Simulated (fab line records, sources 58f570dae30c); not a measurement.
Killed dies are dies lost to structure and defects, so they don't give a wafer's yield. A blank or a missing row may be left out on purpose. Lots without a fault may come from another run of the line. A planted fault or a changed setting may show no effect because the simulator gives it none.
fab line records | flow berkeley_cmos170
record lots=14 wafers=42 last_day=12
route steps=331 shown PSD@184 NSD@195 V1@258 M3@330
lots that met no fault: from a run of the same line without faults
start_h: hours from the record's first day to the start of the lot's first wafer shown | wait_h: hours since the lot's step before | " the same as in the row above | L1.1+2: a row that stands for several wafers | - no value, or no start given | * or withheld: withheld | < > ~ a bound
route shown NAME@n: a module of which the file shows steps, and the number in the route of the first | usual: mean/standard deviation of fault-free wafers | same: alike in all rows | chamber/n: place in a boat | sites: the reading at each site | _std_site: their standard deviation | _edge_site: outer sites' mean less inner sites' | radius_mm: how far each site lies from the wafer's centre | mask NAME#n: copy n | behind: the tool/chamber that last shaped the wafer | hold: why the lot was held/for how many hours/how that ended | device: the transistor (n, p or np) that didn't switch | end of line: the same wafers' tests at the end of the route | a step without rows: its recipe alone | killed: dies lost to structure and defects at the first sort, not the wafer's yield | map: a wafer's dies, x killed, . not, _ none there
set.NAME: the setting as run; set.NAME@STEP: as run at that earlier step | model.NAME: the simulator's own value behind a step, which no gauge read
steps of the route over a sample of lots; a table a step, a row a wafer
services: from which hour (start_h, from the record's first day; less than 0 if before it) a tool's chamber was out of use, for how many hours, and why
## steps
# step UCB170_PSD_STRIP_09
# recipe chemistry=O2 power_w=400 pressure_mtorr=3500 platen_temp_c=withheld o2_flow_sccm=400 overash_fraction=0.5
# usual drypump_motor_current_A=5.7/0.59 oes_product_au=0.600/0.0044 strip_time_to_endpoint_s=29.42/0.069
# same overash_fraction=0.5
# columns lot.wafer tool chamber start_h wait_h drypump_motor_current_A oes_product_au rf_hours_counter_h strip_time_to_endpoint_s
L600.1 plasma_asher-01 1 144.97 0.1 6.6 0.598 41 29.47
L600.4 " 0 " " 5.2 0.599 - 29.43
L600.5 " 1 " " 6.6 0.599 - 29.46
L603.1 plasma_asher-04 0 153.82 0.1 4.9 0.593 43 29.55
L603.4 " 1 " " 5.4 0.598 - 29.44
L603.6 " 0 " " 4.9 0.604 - 29.50
L602.1 plasma_asher-01 0 154.00 0.1 5.2 0.597 43 29.29
L602.3 " 0 " " 5.3 0.600 - 29.34
L602.4 " 1 " " 6.6 0.604 - 29.35
L604.1 plasma_asher-04 1 154.41 0.1 5.4 0.597 43 29.36
L604.2 " 0 " " 4.9 0.600 43 29.35
L604.5 " 1 " " 5.4 0.594 - 29.39
L606.1 plasma_asher-04 0 171.19 0.1 4.9 0.592 45 29.39
L606.3 " 0 " " 4.9 0.598 - 29.42
L606.4 " 1 " " 5.4 0.605 - 29.39
L609.1 plasma_asher-01 0 186.65 0.1 5.2 0.605 46 29.43
L609.3 " 1 " " 6.6 0.600 - 29.40
L609.4 " 0 " " 5.2 0.604 - 29.40
L608.2 plasma_asher-04 0 186.77 0.1 5.0 0.607 46 29.49
L608.3 " 0 " " 4.9 0.597 - 29.50
L608.5 " 1 " " 5.4 0.597 - 29.49
L610.2 plasma_asher-02 0 198.09 0.1 6.4 0.594 49 29.45
L610.5 " 0 " " 6.4 0.598 - 29.41
L610.6 " 1 " " 5.8 0.601 - 29.46
L611.2 plasma_asher-01 1 198.21 0.1 6.6 0.603 47 29.31
L611.5 " 1 " " 6.6 0.598 - 29.41
L611.6 " 0 " " 5.2 0.600 - 29.26
L614.1 plasma_asher-02 0 221.25 0.1 6.3 0.599 52 29.40
L614.5 " 0 " " 6.4 0.603 - 29.43
L614.6 " 1 " " 5.8 0.593 - 29.39
L617.2 plasma_asher-02 1 233.05 0.1 5.8 0.595 53 29.46
L617.3 " 1 " " 5.8 0.595 - 29.41
L617.6 " 1 " " 5.8 0.599 - 29.47
L618.2 plasma_asher-04 1 233.33 0.1 5.4 0.591 50 29.32
L618.4 " 1 " " 5.4 0.612 - 29.40
L618.6 " 0 " " 4.9 0.605 - 29.36
L619.1 plasma_asher-04 0 241.71 0.1 4.9 0.609 51 29.25
L619.3 " 0 " " 4.9 0.600 - 29.31
L619.4 " 1 " " 5.4 0.602 - 29.34
L620.1 plasma_asher-02 0 259.46 0.1 6.4 0.608 56 29.46
L620.2 " 1 " " 5.8 0.604 56 29.42
L620.4 " 0 " " 6.4 0.606 - 29.38
# step UCB170_NSD_IMPLANT_08
# recipe species=P dose_cm2=3e+15 energy_kev=40 tilt_deg=7
# usual beam_energy_keV=40.002/0.012 beam_on_s=9.97/0.21
# columns lot.wafer tool chamber start_h wait_h beam_energy_keV beam_on_s
L600.1 implanter-02 0 146.48 0.0 39.995 9.83
L600.4 " 0 " " 39.993 9.75
L600.5 " 0 " " 40.014 10.24
L602.1 implanter-02 0 155.92 0.0 39.991 9.86
L602.3 " 0 " " 39.984 10.36
L602.4 " 0 " " 39.980 10.09
L603.1 implanter-01 0 156.14 0.0 40.003 10.01
L603.4 " 0 " " 39.996 10.04
L603.6 " 0 " " 39.998 9.76
L604.1 implanter-02 0 156.42 0.0 39.999 9.95
L604.2 " 0 " " 40.007 9.76
L604.5 " 0 " " 40.003 10.05
L606.1 implanter-03 0 173.40 0.0 39.998 10.03
L606.3 " 0 " " 39.988 9.60
L606.4 " 0 " " 39.999 10.06
L609.1 implanter-03 0 188.17 0.0 40.011 9.89
L609.3 " 0 " " 39.994 9.57
L609.4 " 0 " " 39.997 9.59
L608.2 implanter-02 0 188.44 0.0 40.019 10.24
L608.3 " 0 " " 40.010 9.70
L608.5 " 0 " " 40.005 9.98
L610.2 implanter-02 - 199.53 0.0 - -
L610.5 " - " " - -
L610.6 " - " " - -
L611.2 implanter-03 - 199.71 0.0 - -
L611.5 " - " " - -
L611.6 " - " " - -
L614.1 implanter-02 0 225.50 0.0 39.982 10.13
L614.5 " 0 " " 40.000 9.96
L614.6 " 0 " " 39.987 9.99
L617.2 implanter-01 0 236.62 0.0 39.981 9.91
L617.3 " 0 " " 39.980 9.92
L617.6 " 0 " " 40.002 9.72
L618.2 implanter-03 0 236.75 0.0 40.019 10.17
L618.4 " 0 " " 40.032 9.92
L618.6 " 0 " " 40.028 10.53
L619.1 implanter-03 0 246.41 0.0 39.992 9.93
L619.3 " 0 " " 40.004 10.13
L619.4 " 0 " " 39.988 10.00
L620.1 implanter-02 0 261.02 0.0 39.999 10.02
L620.2 " 0 " " 40.005 9.76
L620.4 " 0 " " 40.000 9.50
# step UCB170_NSD_STRIP_09
# recipe chemistry=O2 power_w=400 pressure_mtorr=3500 platen_temp_c=withheld o2_flow_sccm=400 overash_fraction=0.5
# usual drypump_motor_current_A=5.6/0.46 oes_product_au=0.534/0.0044 strip_time_to_endpoint_s=35.86/0.099
# same overash_fraction=0.5
# columns lot.wafer tool chamber start_h wait_h drypump_motor_current_A oes_product_au rf_hours_counter_h strip_time_to_endpoint_s
L600.1 plasma_asher-03 0 146.63 0.1 5.6 0.533 3 35.75
L600.4 " 0 " " 5.6 0.538 - 35.64
L600.5 " 0 " " 5.6 0.532 - 35.66
L602.1 plasma_asher-02 0 156.07 0.1 6.3 0.534 45 35.81
L602.3 " 1 " " 5.8 0.535 - 35.76
L602.4 " 0 " " 6.3 0.531 - 35.71
L603.1 plasma_asher-04 0 156.29 0.1 4.9 0.523 43 35.96
L603.4 " 1 " " 5.3 0.542 - 35.94
L603.6 " 1 " " 5.4 0.530 - 36.06
L604.1 plasma_asher-03 0 156.57 0.1 5.6 0.538 4 35.81
L604.2 " 1 " " 5.6 0.539 4 35.66
L604.5 " 0 " " 5.6 0.537 - 35.69
L606.1 plasma_asher-02 0 173.55 0.1 6.3 0.531 47 35.74
L606.3 " 0 " " 6.4 0.541 - 35.76
L606.4 " 1 " " 5.8 0.531 - 35.77
L609.1 plasma_asher-02 1 188.32 0.1 5.8 0.526 48 35.98
L609.3 " 1 " " 5.8 0.535 - 35.92
L609.4 " 0 " " 6.4 0.541 - 35.90
L608.2 plasma_asher-02 1 188.56 0.1 5.8 0.535 48 35.70
L608.3 " 0 " " 6.3 0.529 - 35.66
L608.5 " 1 " " 5.8 0.538 - 35.72
L610.2 plasma_asher-04 0 199.66 0.1 4.9 0.729 47 21.70
L610.5 " 0 " " 4.9 0.736 - 21.75
L610.6 " 1 " " 5.4 0.730 - 21.74
L611.2 plasma_asher-03 0 199.84 0.1 5.6 0.731 8 21.67
L611.5 " 0 " " 5.6 0.738 - 21.72
L611.6 " 1 " " 5.6 0.734 - 21.64
L614.1 plasma_asher-02 1 225.65 0.1 5.8 0.531 52 35.82
L614.5 " 0 " " 6.3 0.540 - 35.85
L614.6 " 1 " " 5.8 0.536 - 35.82
L617.2 plasma_asher-04 1 236.74 0.1 5.4 0.534 51 35.90
L617.3 " 0 " " 4.9 0.530 - 35.89
L617.6 " 1 " " 5.4 0.539 - 35.93
L618.2 plasma_asher-02 1 236.88 0.1 5.8 0.541 53 35.98
L618.4 " 1 " " 5.8 0.527 - 35.88
L618.6 " 0 " " 6.4 0.539 - 35.93
L619.1 plasma_asher-04 1 246.56 0.1 5.3 0.542 52 35.75
L619.3 " 0 " " 4.9 0.532 - 35.78
L619.4 " 1 " " 5.3 0.526 - 35.81
L620.1 plasma_asher-04 0 261.17 0.1 4.9 0.544 54 35.84
L620.2 " 1 " " 5.4 0.531 54 35.89
L620.4 " 1 " " 5.4 0.538 - 35.89
# step UCB170_NSD_TW_MEAS_10
# usual NSD_TW=4196/44
# columns lot.wafer tool chamber start_h wait_h NSD_TW
L600.1 film_metro-04 - 146.73 0.1 4127
L600.4 " - " " 4092
L600.5 " - " " 4083
L602.1 film_metro-04 - 156.17 0.1 4093
L602.3 " - " " 4111
L602.4 " - " " 4127
L603.1 film_metro-01 - 156.39 0.1 4223
L603.4 " - " " 4224
L603.6 " - " " 4220
L604.1 film_metro-01 - 156.67 0.1 4194
L604.2 " - " " 4220
L604.5 " - " " 4208
L606.1 film_metro-03 - 173.65 0.1 4192
L606.3 " - " " 4207
L606.4 " - " " 4188
L609.1 film_metro-01 - 188.42 0.1 4252
L609.3 " - " " 4247
L609.4 " - " " 4218
L608.2 film_metro-01 - 188.67 0.1 4244
L608.3 " - " " 4237
L608.5 " - " " 4235
L610.2 film_metro-04 - 199.77 0.1 29
L610.5 " - " " 29
L610.6 " - " " 29
L611.2 film_metro-03 - 199.95 0.1 30
L611.5 " - " " 30
L611.6 " - " " 30
L614.1 film_metro-01 - 225.75 0.1 4266
L614.5 " - " " 4262
L614.6 " - " " 4242
L617.2 film_metro-03 - 236.95 0.2 4171
L617.3 " - " " 4172
L617.6 " - " " 4212
L618.2 film_metro-01 - 237.00 0.1 4235
L618.4 " - " " 4214
L618.6 " - " " 4260
L619.1 film_metro-03 - 246.66 0.1 4197
L619.3 " - " " 4177
L619.4 " - " " 4176
L620.1 film_metro-03 - 261.27 0.1 4165
L620.2 " - " " 4188
L620.4 " - " " 4197
# step UCB170_SDANNEAL_RS_MEAS_03
# recipe thk_meas_gauge=four-point-probe
# usual NSD_RS=37.23/0.099
# columns lot.wafer tool chamber start_h wait_h NSD_RS[ohm/sq]
L600.1 film_metro-04 - 148.28 0.1 37.39
L600.4 " - " " 37.43
L600.5 " - " " 37.37
L602.1 film_metro-04 - 157.38 0.1 37.27
L602.3 " - " " 37.20
L602.4 " - " " 37.31
L603.1 film_metro-03 - 157.77 0.1 37.17
L603.4 " - " " 37.24
L603.6 " - " " 37.21
L604.1 film_metro-04 - 157.97 0.1 37.13
L604.2 " - " " 37.19
L604.5 " - " " 37.17
L606.1 film_metro-01 - 175.02 0.1 37.17
L606.3 " - " " 37.27
L606.4 " - " " 37.20
L609.1 film_metro-03 - 189.78 0.1 37.14
L609.3 " - " " 37.18
L609.4 " - " " 37.22
L608.2 film_metro-04 - 190.05 0.1 37.41
L608.3 " - " " 37.35
L608.5 " - " " 37.32
L611.2 film_metro-04 - 201.20 0.1 133.11
L611.5 " - " " 132.90
L611.6 " - " " 132.82
L610.2 film_metro-01 - 201.33 0.1 132.80
L610.5 " - " " 132.66
L610.6 " - " " 132.64
L614.1 film_metro-01 - 227.10 0.1 37.17
L614.5 " - " " 37.32
L614.6 " - " " 37.14
L617.2 film_metro-03 - 238.28 0.1 37.24
L617.3 " - " " 37.25
L617.6 " - " " 37.23
L618.2 film_metro-01 - 238.64 0.1 37.25
L618.4 " - " " 37.25
L618.6 " - " " 37.27
L619.1 film_metro-04 - 247.89 0.1 37.38
L619.3 " - " " 37.37
L619.4 " - " " 37.34
L620.1 film_metro-03 - 262.52 0.1 37.25
L620.2 " - " " 37.17
L620.4 " - " " 37.17
# step UCB170_V1_THK_MEAS_04
# recipe reads=SiO2_of_V1_CVD_00
# usual V1_POLISHED_THK=999.8/1.2
# columns lot.wafer tool chamber start_h wait_h V1_POLISHED_THK[nm]
L600.1 film_metro-04 - 163.83 0.1 1002.2
L600.4 " - " " 1001.9
L600.5 " - " " 1001.4
L602.1 film_metro-03 - 170.85 0.1 998.4
L602.3 " - " " 998.5
L602.4 " - " " 999.1
L603.1 film_metro-04 - 171.15 0.1 1000.3
L603.4 " - " " 998.6
L603.6 " - " " 999.5
L604.1 film_metro-03 - 171.15 0.1 998.1
L604.2 " - " " 997.9
L604.5 " - " " 998.8
L606.1 film_metro-03 - 188.43 0.1 1001.1
L606.3 " - " " 1001.5
L606.4 " - " " 1000.0
L609.1 film_metro-02 - 205.30 0.1 999.6
L609.3 " - " " 999.4
L609.4 " - " " 1000.0
L608.2 film_metro-03 - 205.31 0.1 998.2
L608.3 " - " " 1000.5
L608.5 " - " " 998.4
L614.1 film_metro-02 - 240.81 0.1 1000.5
L614.5 " - " " 999.9
L614.6 " - " " 999.8
L617.2 film_metro-04 - 249.32 0.1 1000.3
L617.3 " - " " 1001.8
L617.6 " - " " 998.1
L618.2 film_metro-02 - 249.48 0.1 1001.5
L618.4 " - " " 999.4
L618.6 " - " " 1002.2
L619.1 film_metro-02 - 261.54 0.1 999.0
L619.3 " - " " 998.8
L619.4 " - " " 1000.0
L620.1 film_metro-02 - 275.49 0.1 1001.7
L620.2 " - " " 1002.0
L620.4 " - " " 1001.3
# step UCB170_M3_BOW_MEAS_20
# recipe mode=bow
# usual M3_BOW=36/7.1
# columns lot.wafer tool chamber start_h wait_h M3_BOW[um]
L600.1 film_metro-03 - 174.57 0.1 34
L600.4 " - " " 32
L600.5 " - " " 26
L602.1 film_metro-04 - 181.10 0.1 30
L602.3 " - " " 35
L602.4 " - " " 36
L604.1 film_metro-04 - 181.97 0.1 43
L604.2 " - " " 36
L604.5 " - " " 40
L603.1 film_metro-03 - 182.26 0.1 34
L603.4 " - " " 42
L603.6 " - " " 31
L606.1 film_metro-03 - 200.41 0.1 31
L606.3 " - " " 26
L606.4 " - " " 36
L608.2 film_metro-01 - 218.47 0.1 25
L608.3 " - " " 46
L608.5 " - " " 32
L609.1 film_metro-01 - 220.99 0.1 41
L609.3 " - " " 52
L609.4 " - " " 57
L614.1 film_metro-01 - 252.08 0.1 43
L614.5 " - " " 35
L614.6 " - " " 42
L617.2 film_metro-03 - 259.33 0.1 36
L617.3 " - " " 41
L617.6 " - " " 43
L618.2 film_metro-01 - 260.16 0.1 49
L618.4 " - " " 25
L618.6 " - " " 41
L619.1 film_metro-03 - 271.09 0.1 40
L619.3 " - " " 37
L619.4 " - " " 41
L620.1 film_metro-03 - 288.27 0.1 41
L620.2 " - " " 27
L620.4 " - " " 24
## services
# columns tool chamber start_h hours kind
plasma_asher-01 - 129.76 0.6 repair
implanter-03 - 144.40 7.0 pm
implanter-03 - 152.40 1.2 repair
implanter-03 - 157.03 6.0 repair
implanter-03 - 157.14 1.2 repair
implanter-03 - 163.04 10.1 pm
plasma_asher-04 - 187.11 9.0 repair
plasma_asher-01 - 191.03 0.8 repair
plasma_asher-01 - 201.94 7.3 repair
implanter-02 - 232.74 7.1 pm
implanter-01 - 239.99 4.5 repair
plasma_asher-01 - 258.89 2.1 repair
## key
first_sign step=UCB170_NSD_IMPLANT_08 reading=tool_record direction=missing
effect step=UCB170_NSD_STRIP_09 reading=strip_time_to_endpoint_s direction=down sigmas=99+ usual=* struck=*
effect step=UCB170_NSD_TW_MEAS_10 reading=NSD_TW direction=down sigmas=94 usual=4196 struck=30
effect step=UCB170_SDANNEAL_RS_MEAS_03 reading=NSD_RS direction=up sigmas=99+ usual=37.23 struck=132.82
met_at UCB170_NSD_IMPLANT_08
struck_lots L610,L611
later_rows_left_out L610.2,L610.5,L610.6,L611.2,L611.5,L611.6
sort_left_out L610.2,L610.5,L610.6,L611.2,L611.5,L611.6
tester_left_out L610,L611
not_acting_at UCB170_PSD_STRIP_09,UCB170_V1_THK_MEAS_04,UCB170_M3_BOW_MEAS_20
onset_between 188.44 199.53
fault kind=skipped_step_whole tool=implanter-02,implanter-03 chamber=- onset_h=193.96 steps=UCB170_NSD_IMPLANT_08 scope=struck_lots_only
# tester_left_out: of these lots the tester's yield and bins aren't shown, on N5 and GAA mostly nor the transistor test; their killed dies are dies lost to structure and defects alone, not to doping, threshold or leakage, so they don't give the yield
# sort_left_out: the simulated sort isn't trusted on such a fault, so these wafers' sort isn't shown, and their yield isn't known
# later_rows_left_out: the simulator's readings of these wafers behind a module that went badly wrong aren't trusted and aren't shown, but for the sort
